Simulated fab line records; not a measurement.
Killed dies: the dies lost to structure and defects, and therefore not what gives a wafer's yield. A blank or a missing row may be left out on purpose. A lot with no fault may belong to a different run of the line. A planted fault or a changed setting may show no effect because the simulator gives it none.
Which tool did it? | flow berkeley-cmos170 | Sampling: 7 lots, 21 wafers, 4 of 331 route steps

## WHAT THE GAUGES READ, wafer by wafer
UCB170_M1_CD_MEAS_90: target cd 700 nm.
lot  | measured     | on        | cd-nm (nm)
L324 | day 8 11:04  | cd-sem-02 | 702 701 702
L326 | day 9 04:31  | cd-sem-02 | 703 702 704
L331 | day 10 04:22 | cd-sem-02 | 699 701 698
L329 | day 10 06:37 | cd-sem-02 | 680 676 676
L333 | day 10 05:47 | cd-sem-02 | 702 696 702
L337 | day 11 09:22 | cd-sem-01 | 705 704 699
L346 | day 12 20:53 | cd-sem-02 | 696 695 697

## WHAT TOOL EACH LOT RAN ON (gives the tool, then ch and the chambers of the sampled wafers, and finally the start)
lot  | UCB170_NVT_STRIP_08                  | UCB170_M1_METAL_ETCH_12           | UCB170_M1_STRIP_13
L324 | plasma-asher-02 ch 0,1, day 6 12:42  | rie-metal-01 ch 1, day 8 10:49    | plasma-asher-01 ch 0,1, day 8 10:58
L326 | plasma-asher-02 ch 0,1, day 7 09:10  | rie-metal-04 ch 0,1, day 9 04:16  | plasma-asher-02 ch 0, day 9 04:24
L331 | plasma-asher-04 ch 0,1, day 7 23:16  | rie-metal-01 ch 0,1, day 10 04:08 | plasma-asher-03 ch 0,1, day 10 04:16
L329 | plasma-asher-04 ch 0,1, day 8 00:07  | rie-metal-01 ch 0,1, day 10 06:23 | plasma-asher-02 ch 0,1, day 10 06:31
L333 | plasma-asher-04 ch 0,1, day 8 12:04  | rie-metal-04 ch 0,1, day 10 05:32 | plasma-asher-03 ch 0,1, day 10 05:40
L337 | plasma-asher-02 ch 0,1, day 9 11:44  | rie-metal-04 ch 0,1, day 11 09:08 | plasma-asher-02 ch 0,1, day 11 09:15
L346 | plasma-asher-03 ch 0,1, day 11 03:16 | rie-metal-03 ch 0, day 12 20:38   | plasma-asher-02 ch 0,1, day 12 20:47
- UCB170_NVT_STRIP_08: strips in O2.
- UCB170_M1_METAL_ETCH_12: etches Al in Cl2/BCl3, stops on PSG, target depth 780 nm, time 130 s.
- UCB170_M1_STRIP_13: strips in O2.

## THE ANSWER, worked out from the rows above alone
Rule: the lots themselves supply what counts as usual. Put in order of their means at a reading, lots are off if they are a third of the lots or fewer, leave a main group of 4 or more, and stand apart from it by a gap of 3 or more times the standard deviation of the main group's means; of several such gaps the widest counts. A main group whose means are all the same, to the digits that the tables above print for the reading, isn't used. A lot without any number at a reading at which 4 lots or more have one is off too. All remaining lots with rows at the step are treated as sound.
Off, at UCB170_M1_CD_MEAS_90 on cd-nm: L329. For the main group the mean is 700 nm and the standard deviation 2.4.
A tool fits if, at a process step before that reading, it ran every lot that is off, and no sound lot after the first of them. The gauges at UCB170_M1_CD_MEAS_90 are tried like those tools. One fits: UCB170_M1_METAL_ETCH_12 on rie-metal-01. Its last sound lot is L331 (day 10 04:08), its first lot that is off L329 (day 10 06:23): a fault that began between those two fits.

## WHAT THE SIMULATOR PUT IN
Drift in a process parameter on rie-metal-01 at UCB170_M1_METAL_ETCH_12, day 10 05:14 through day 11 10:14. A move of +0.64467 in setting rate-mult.
Lots struck among those shown: L329. The same result came from the rule above.
